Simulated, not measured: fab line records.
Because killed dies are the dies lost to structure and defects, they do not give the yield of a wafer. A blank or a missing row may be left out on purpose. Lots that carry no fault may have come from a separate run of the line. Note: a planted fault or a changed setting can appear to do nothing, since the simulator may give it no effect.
Which tool was responsible? / flow rit-cmos / 39 wafers from 13 lots sampled at 5 of the route's 202 steps

== WHAT EACH GAUGE READ, for each wafer ==
RIT_GATE_CD_MEAS_16: the cd target is 150 nm. Usual: cd-nm 149.9 nm, standard deviation 2.8.
lot=L201; measured=day 2 12:49; on=cd-sem-02; cd-nm (nm)=144.4 145.3 144.4; flag=
lot=L203; measured=day 2 23:25; on=cd-sem-01; cd-nm (nm)=149.3 150.5 151.3; flag=
lot=L204; measured=day 3 03:53; on=cd-sem-01; cd-nm (nm)=145.0 147.6 144.0; flag=
lot=L205; measured=day 3 07:58; on=cd-sem-01; cd-nm (nm)=148.7 148.6 150.3; flag=
lot=L206; measured=day 3 14:24; on=cd-sem-02; cd-nm (nm)=155.3 152.4 150.9; flag=
lot=L207; measured=day 3 18:13; on=cd-sem-01; cd-nm (nm)=153.7 153.0 153.0; flag=
lot=L208; measured=day 4 00:26; on=cd-sem-01; cd-nm (nm)=150.3 149.3 149.7; flag=
lot=L209; measured=day 4 05:27; on=cd-sem-01; cd-nm (nm)=152.4 150.7 147.6; flag=
lot=L210; measured=day 4 09:21; on=cd-sem-01; cd-nm (nm)=147.8 146.4 146.9; flag=
lot=L211; measured=day 4 15:07; on=cd-sem-02; cd-nm (nm)=150.6 153.0 149.9; flag=
lot=L217; measured=day 5 21:55; on=cd-sem-01; cd-nm (nm)=150.2 149.1 149.5; flag=
lot=L219; measured=day 6 06:11; on=cd-sem-01; cd-nm (nm)=148.4 150.3 150.6; flag=
lot=L220; measured=day 6 12:41; on=cd-sem-02; cd-nm (nm)=148.2 148.5 149.0; flag=

RIT_NSD_TW_MEAS_10. Usual: for NSD_TW the level is 3135 and the standard deviation is 24.
lot=L201; measured=day 2 23:46; on=film-metro-01; NSD_TW=3113 3084 3097; flag=
lot=L203; measured=day 3 09:55; on=film-metro-01; NSD_TW=3087 3080 3094; flag=
lot=L204; measured=day 3 14:40; on=film-metro-03; NSD_TW=3146 3137 3126; flag=
lot=L205; measured=day 3 18:24; on=film-metro-04; NSD_TW=3151 3153 3159; flag=
lot=L206; measured=day 4 01:14; on=film-metro-03; NSD_TW=3155 3146 3155; flag=
lot=L207; measured=day 4 05:00; on=film-metro-04; NSD_TW=3115 3140 3120; flag=
lot=L208; measured=day 4 11:14; on=film-metro-04; NSD_TW=3140 3132 3151; flag=
lot=L209; measured=day 4 16:08; on=film-metro-01; NSD_TW=3115 3117 3108; flag=
lot=L210; measured=day 4 21:42; on=film-metro-01; NSD_TW=3100 3105 3093; flag=
lot=L211; measured=day 5 02:41; on=film-metro-03; NSD_TW=3182 3164 3188; flag=
lot=L217; measured=day 6 08:44; on=film-metro-04; NSD_TW=3125 3128 3152; flag=
lot=L219; measured=day 6 17:03; on=film-metro-03; NSD_TW=3137 3140 3161; flag=
lot=L220; measured=day 6 23:44; on=film-metro-01; NSD_TW=3104 3107 3095; flag=

RIT_M1_CD_MEAS_09: the cd target is 2600 nm. Usual: cd-nm 2599.9 nm, standard deviation 2.3.
lot=L201; measured=day 3 06:28; on=cd-sem-01; cd-nm (nm)=2598.9 2598.8 2597.8; flag=
lot=L203; measured=day 3 16:37; on=cd-sem-02; cd-nm (nm)=2601.1 2601.7 2601.3; flag=
lot=L204; measured=day 3 21:29; on=cd-sem-01; cd-nm (nm)=2600.0 2599.4 2599.5; flag=
lot=L205; measured=day 4 01:19; on=cd-sem-01; cd-nm (nm)=2601.1 2597.6 2602.0; flag=
lot=L206; measured=day 4 08:07; on=cd-sem-01; cd-nm (nm)=2601.9 2601.7 2602.8; flag=
lot=L207; measured=day 4 11:29; on=cd-sem-02; cd-nm (nm)=2599.6 2596.9 2598.2; flag=
lot=L208; measured=day 4 18:02; on=cd-sem-02; cd-nm (nm)=2599.2 2600.5 2601.7; flag=
lot=L209; measured=day 4 22:45; on=cd-sem-02; cd-nm (nm)=2597.0 2596.5 2596.7; flag=
lot=L210; measured=day 5 04:35; on=cd-sem-01; cd-nm (nm)=2605.1 2603.4 2603.0; flag=
lot=L211; measured=day 5 09:18; on=cd-sem-02; cd-nm (nm)=2604.5 2603.4 2604.5; flag=
lot=L217; measured=day 6 15:28; on=cd-sem-02; cd-nm (nm)=2600.2 2600.1 2598.7; flag=
lot=L219; measured=day 6 23:48; on=cd-sem-02; cd-nm (nm)=2601.7 2600.4 2603.3; flag=
lot=L220; measured=day 7 06:32; on=cd-sem-02; cd-nm (nm)=2584.0 2586.8 2595.7; flag=OFF

== TOOL THAT RAN EACH LOT (tool first, then ch and the chambers of the sampled wafers, then the start) ==
lot=L201; RIT_SILICIDE_RTA_04=rtp-anneal-02 ch 0, day 3 02:40; RIT_M1_EXPOSE_06=iline-stepper-02 ch 0, day 3 06:02
lot=L203; RIT_SILICIDE_RTA_04=rtp-anneal-02 ch 0, day 3 12:42; RIT_M1_EXPOSE_06=iline-stepper-02 ch 0, day 3 16:11
lot=L204; RIT_SILICIDE_RTA_04=rtp-anneal-01 ch 0, day 3 17:25; RIT_M1_EXPOSE_06=iline-stepper-01 ch 0, day 3 21:04
lot=L205; RIT_SILICIDE_RTA_04=rtp-anneal-02 ch 0, day 3 21:19; RIT_M1_EXPOSE_06=iline-stepper-02 ch 0, day 4 00:53
lot=L206; RIT_SILICIDE_RTA_04=rtp-anneal-01 ch 0, day 4 04:05; RIT_M1_EXPOSE_06=iline-stepper-01 ch 0, day 4 07:41
lot=L207; RIT_SILICIDE_RTA_04=rtp-anneal-02 ch 0, day 4 07:44; RIT_M1_EXPOSE_06=iline-stepper-01 ch 0, day 4 11:03
lot=L208; RIT_SILICIDE_RTA_04=rtp-anneal-01 ch 0, day 4 14:05; RIT_M1_EXPOSE_06=iline-stepper-01 ch 0, day 4 17:36
lot=L209; RIT_SILICIDE_RTA_04=rtp-anneal-02 ch 0, day 4 18:59; RIT_M1_EXPOSE_06=iline-stepper-01 ch 0, day 4 22:19
lot=L210; RIT_SILICIDE_RTA_04=rtp-anneal-01 ch 0, day 5 00:34; RIT_M1_EXPOSE_06=iline-stepper-01 ch 0, day 5 04:09
lot=L211; RIT_SILICIDE_RTA_04=rtp-anneal-02 ch 0, day 5 05:32; RIT_M1_EXPOSE_06=iline-stepper-01 ch 0, day 5 08:52
lot=L217; RIT_SILICIDE_RTA_04=rtp-anneal-02 ch 0, day 6 11:28; RIT_M1_EXPOSE_06=iline-stepper-01 ch 0, day 6 15:02
lot=L219; RIT_SILICIDE_RTA_04=rtp-anneal-02 ch 0, day 6 19:54; RIT_M1_EXPOSE_06=iline-stepper-02 ch 0, day 6 23:22
lot=L220; RIT_SILICIDE_RTA_04=rtp-anneal-01 ch 0, day 7 02:29; RIT_M1_EXPOSE_06=iline-stepper-01 ch 0, day 7 06:06
- RIT_SILICIDE_RTA_04: time 10 s, ramp up 5 s, ramp down 5 s.
- RIT_M1_EXPOSE_06: exposes mask M12, target cd 2600 nm.

== WHAT THE TOOLS THEMSELVES READ (means of the sampled wafers that have a number; where no wafer has one, the mark that the record gives instead) ==
RIT_SILICIDE_RTA_04. Usual: chamber-o2-ppm 2.001, standard deviation 0.02; wafer_temp_C_max 654.1, standard deviation 1.1.
lot=L201 tool=rtp-anneal-02 chamber-o2-ppm=2.006 wafer_temp_C_max=653.8 flag=
lot=L203 tool=rtp-anneal-02 chamber-o2-ppm=2.012 wafer_temp_C_max=653.7 flag=
lot=L204 tool=rtp-anneal-01 chamber-o2-ppm=2.009 wafer_temp_C_max=655.1 flag=
lot=L205 tool=rtp-anneal-02 chamber-o2-ppm=2.001 wafer_temp_C_max=653.6 flag=
lot=L206 tool=rtp-anneal-01 chamber-o2-ppm=1.986 wafer_temp_C_max=654.6 flag=
lot=L207 tool=rtp-anneal-02 chamber-o2-ppm=2.014 wafer_temp_C_max=652.9 flag=
lot=L208 tool=rtp-anneal-01 chamber-o2-ppm=1.985 wafer_temp_C_max=654.6 flag=
lot=L209 tool=rtp-anneal-02 chamber-o2-ppm=2.017 wafer_temp_C_max=653.5 flag=
lot=L210 tool=rtp-anneal-01 chamber-o2-ppm=2.009 wafer_temp_C_max=655.1 flag=
lot=L211 tool=rtp-anneal-02 chamber-o2-ppm=2.008 wafer_temp_C_max=653.4 flag=
lot=L217 tool=rtp-anneal-02 chamber-o2-ppm=1.988 wafer_temp_C_max=653.5 flag=
lot=L219 tool=rtp-anneal-02 chamber-o2-ppm=2.009 wafer_temp_C_max=653.4 flag=
lot=L220 tool=rtp-anneal-01 chamber-o2-ppm=1.987 wafer_temp_C_max=654.7 flag=

RIT_M1_EXPOSE_06. Usual: exposure-dose-mJ-cm2 250.06, standard deviation 0.26.
lot=L201 tool=iline-stepper-02 exposure-dose-mJ-cm2=250.33 flag=
lot=L203 tool=iline-stepper-02 exposure-dose-mJ-cm2=249.96 flag=
lot=L204 tool=iline-stepper-01 exposure-dose-mJ-cm2=250.43 flag=
lot=L205 tool=iline-stepper-02 exposure-dose-mJ-cm2=249.67 flag=
lot=L206 tool=iline-stepper-01 exposure-dose-mJ-cm2=249.71 flag=
lot=L207 tool=iline-stepper-01 exposure-dose-mJ-cm2=249.99 flag=
lot=L208 tool=iline-stepper-01 exposure-dose-mJ-cm2=249.93 flag=
lot=L209 tool=iline-stepper-01 exposure-dose-mJ-cm2=249.88 flag=
lot=L210 tool=iline-stepper-01 exposure-dose-mJ-cm2=250.12 flag=
lot=L211 tool=iline-stepper-01 exposure-dose-mJ-cm2=250.04 flag=
lot=L217 tool=iline-stepper-01 exposure-dose-mJ-cm2=249.55 flag=
lot=L219 tool=iline-stepper-02 exposure-dose-mJ-cm2=250.35 flag=
lot=L220 tool=iline-stepper-01 exposure-dose-mJ-cm2=247.93 flag=OFF

== THE ANSWER, worked out from the rows above alone ==
Rule: a lot is off if the mean of its wafers that have a number lies more than 3 standard deviations from the usual mean. A lot without any number at a reading at which 4 lots or more have one is off too. Where the step has rows for the other lots, those lots are counted as sound. After the gauges, taken in route order, come the tools' own readings; for these a lot's mean is taken, as printed above. The first step at which some lot is off is used, and at that step the reading that is off furthest; a lot without a number counts as furthest.
Off: L220, at RIT_M1_CD_MEAS_09 (cd-nm).
If a tool, at a process step before that reading, ran all the lots that are off and no sound lot after the first of them, it fits. Not tried: the gauges at RIT_M1_CD_MEAS_09; whatever is off there is also off at RIT_M1_EXPOSE_06, on other tools, and gauge error can't account for it. Can't be told from this: 2 tools fit, rtp-anneal-01 at RIT_SILICIDE_RTA_04, iline-stepper-01 at RIT_M1_EXPOSE_06.

== WHAT THE SIMULATOR PUT IN ==
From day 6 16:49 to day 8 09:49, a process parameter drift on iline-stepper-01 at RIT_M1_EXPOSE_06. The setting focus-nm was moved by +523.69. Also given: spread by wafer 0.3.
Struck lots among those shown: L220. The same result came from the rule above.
